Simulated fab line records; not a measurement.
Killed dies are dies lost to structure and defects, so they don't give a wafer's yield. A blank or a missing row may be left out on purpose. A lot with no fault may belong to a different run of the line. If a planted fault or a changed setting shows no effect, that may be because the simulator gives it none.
The tool behind it: which one?    flow berkeleyCmos170    7 lots with 21 wafers sampled at 3 steps, on a route of 331 steps

## WHAT THE GAUGES READ, wafer by wafer
UCB170_PSD_TW_MEAS_10.
lot   measured      on            PSD_TW
L445  day 7 17:25   filmMetro-04  2283 2275 2284
L448  day 8 07:50   filmMetro-04  2288 2283 2277
L453  day 9 10:02   filmMetro-04  2288 2301 2296
L456  day 9 10:51   filmMetro-03  2350 2351 2340
L459  day 10 17:15  filmMetro-03  2335 2331 2340
L464  day 11 09:04  filmMetro-01  2757 2766 2752
L466  day 12 08:37  filmMetro-03  2784 2771 2772

## WHAT TOOL EACH LOT RAN ON (gives the tool, then ch and the chambers of the sampled wafers, and finally the start)
lot   UCB170_PSD_IMPLANT_08            UCB170_PSD_STRIP_09
L445  implanter-03 ch 0, day 7 17:10   plasmaAsher-03 ch 0,1, day 7 17:19
L448  implanter-01 ch 0, day 8 07:35   plasmaAsher-04 ch 0,1, day 8 07:44
L453  implanter-01 ch 0, day 9 09:49   plasmaAsher-03 ch 0,1, day 9 09:56
L456  implanter-03 ch 0, day 9 10:36   plasmaAsher-02 ch 0,1, day 9 10:45
L459  implanter-03 ch 0, day 10 17:00  plasmaAsher-04 ch 0,1, day 10 17:09
L464  implanter-03 ch 0, day 11 08:49  plasmaAsher-04 ch 0,1, day 11 08:58
L466  implanter-03 ch 0, day 12 08:23  plasmaAsher-02 ch 0,1, day 12 08:31
- UCB170_PSD_IMPLANT_08
- UCB170_PSD_STRIP_09: strips in O2.

## THE ANSWER, worked out from the rows above alone
Rule: the usual values come from the lots themselves. The widest of any qualifying gaps counts: lots, ordered by their means at a reading, are off when they make up no more than a third of the lots, leave a main group of 4 or more, and stand apart from it by 3 or more times the standard deviation of that group's means. Not used: any main group whose means are identical at the precision the tables above print for the reading. A lot without any number at a reading at which 4 lots or more have one is off too. The other lots that the step has rows for count as sound.
Off: L464, L466, seen at UCB170_PSD_TW_MEAS_10 (PSD_TW). For the main group the mean is 2308 and the standard deviation 28.
A tool fits if, at a process step before that reading, it ran every lot that is off, and no sound lot after the first of them. The gauges at UCB170_PSD_TW_MEAS_10 are tried like those tools. One fits: implanter-03 at UCB170_PSD_IMPLANT_08. Its last sound lot is L459 (day 10 17:00), its first lot that is off L464 (day 11 08:49): a fault that began between those two fits.

## WHAT HAD BEEN PUT IN BY THE SIMULATOR
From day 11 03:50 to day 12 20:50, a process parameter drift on implanter-03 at UCB170_PSD_IMPLANT_08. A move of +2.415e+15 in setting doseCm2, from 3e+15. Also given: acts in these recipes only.
Shown lots that were struck: L464, L466. The rule above found the same.
